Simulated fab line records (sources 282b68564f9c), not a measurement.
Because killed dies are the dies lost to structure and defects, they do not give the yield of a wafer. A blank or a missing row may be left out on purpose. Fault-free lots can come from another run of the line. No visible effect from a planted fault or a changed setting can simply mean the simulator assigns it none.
Tool commonality check | flow rit-cmos | Lots sampled 13, wafers sampled 39

== WHY THIS WAS OPENED ==
1 of 13 lots carry a flag on the reading GATE_POLY_THK at RIT_GATE_THK_MEAS_09. No-fault wafers: 250.1 nm, standard deviation 2.3.
Rule: a lot is flagged in two cases, either no wafer of it has a number, or all its wafers with numbers fall more than 4 standard deviations from that mean. As for the other lots, they are considered sound.

lot  | measured    | on            | GATE_POLY_THK (nm), wafer by wafer | flag
L407 | day 2 14:50 | film-metro-04 | 253.0 250.9 253.4                  |
L409 | day 3 04:30 | film-metro-02 | 250.7 250.2 251.1                  |
L410 | day 3 07:55 | film-metro-02 | 256.0 254.0 254.9                  |
L411 | day 3 16:11 | film-metro-02 | 251.9 251.0 247.9                  |
L413 | day 3 22:57 | film-metro-04 | 248.8 249.8 247.9                  |
L414 | day 4 04:00 | film-metro-03 | 251.9 252.0 252.3                  |
L415 | day 4 08:42 | film-metro-03 | 249.8 249.8 249.3                  |
L416 | day 4 12:38 | film-metro-04 | 249.3 251.3 251.5                  |
L417 | day 4 15:59 | film-metro-02 | 248.4 251.3 249.8                  |
L418 | day 4 22:32 | film-metro-03 | 245.3 246.6 247.1                  |
L419 | day 5 00:33 | film-metro-03 | 251.1 251.1 250.9                  |
L422 | day 5 17:07 | film-metro-03 | 250.8 251.8 249.9                  |
L427 | day 6 18:59 | film-metro-02 | 260.5 260.7 259.5                  | FLAGGED
Average over the flagged lots: 260.2 nm; offset from the usual +10.1 nm, equal to +4 standard deviations.

== TOOL THAT RAN EACH LOT ==
The record keeps 1 process step preceding the reading, out of 202 steps on the route. Read each cell as the tool, then ch plus the chambers that the sampled wafers visited, then the start.
lot  | flag    | RIT_GATE_CVD_08
L407 |         | lpcvd-01 ch 0, day 2 13:12
L409 |         | lpcvd-01 ch 1, day 3 02:53
L410 |         | lpcvd-01 ch 1, day 3 06:17
L411 |         | lpcvd-01 ch 1, day 3 14:35
L413 |         | lpcvd-02 ch 0, day 3 21:20
L414 |         | lpcvd-01 ch 1, day 4 02:23
L415 |         | lpcvd-02 ch 0, day 4 06:17
L416 |         | lpcvd-01 ch 1, day 4 11:02
L417 |         | lpcvd-02 ch 1, day 4 14:22
L418 |         | lpcvd-02 ch 0, day 4 20:55
L419 |         | lpcvd-02 ch 1, day 4 22:56
L422 |         | lpcvd-02 ch 0, day 5 15:29
L427 | FLAGGED | lpcvd-02 ch 1, day 6 17:22
What is done by these steps:
- RIT_GATE_CVD_08: deposits poly-Si from SiH4, target thk 250 nm, time 2220 s.
- RIT_GATE_THK_MEAS_09

== FLAGGED OVER TOTAL, TOOL BY TOOL (the gauges that took the reading come last) ==
step                 | tool          | lots run | flagged | share of the flagged lots | sound lots run after its first flagged lot
RIT_GATE_CVD_08      | lpcvd-01      | 6        | 0       | none                      | -
RIT_GATE_CVD_08      | lpcvd-02      | 7        | 1       | all                       | 0
RIT_GATE_THK_MEAS_09 | film-metro-02 | 5        | 1       | all                       | 0
RIT_GATE_THK_MEAS_09 | film-metro-03 | 5        | 0       | none                      | -
RIT_GATE_THK_MEAS_09 | film-metro-04 | 3        | 0       | none                      | -

== WHAT THE TABLE ALLOWS ==
In 2 table rows, all flagged lots were run: lpcvd-02 (RIT_GATE_CVD_08), film-metro-02 (RIT_GATE_THK_MEAS_09).
- lpcvd-02 at RIT_GATE_CVD_08: 1 of its 7 lots flagged. Last sound lot L422 at day 5 15:29, first flagged lot L427 at day 6 17:22; a fault beginning in between fits.
- film-metro-02 at RIT_GATE_THK_MEAS_09: 1 of its 5 lots flagged. Last sound lot L417 at day 4 15:59, first flagged lot L427 at day 6 18:59; a fault beginning in between fits.
Counting lots can't tell these 2 tools apart, because each fits a fault that began at some hour. More lots, or a look at what each step does to the wafer, might.

== WHAT WAS PUT IN BY THE SIMULATOR ==
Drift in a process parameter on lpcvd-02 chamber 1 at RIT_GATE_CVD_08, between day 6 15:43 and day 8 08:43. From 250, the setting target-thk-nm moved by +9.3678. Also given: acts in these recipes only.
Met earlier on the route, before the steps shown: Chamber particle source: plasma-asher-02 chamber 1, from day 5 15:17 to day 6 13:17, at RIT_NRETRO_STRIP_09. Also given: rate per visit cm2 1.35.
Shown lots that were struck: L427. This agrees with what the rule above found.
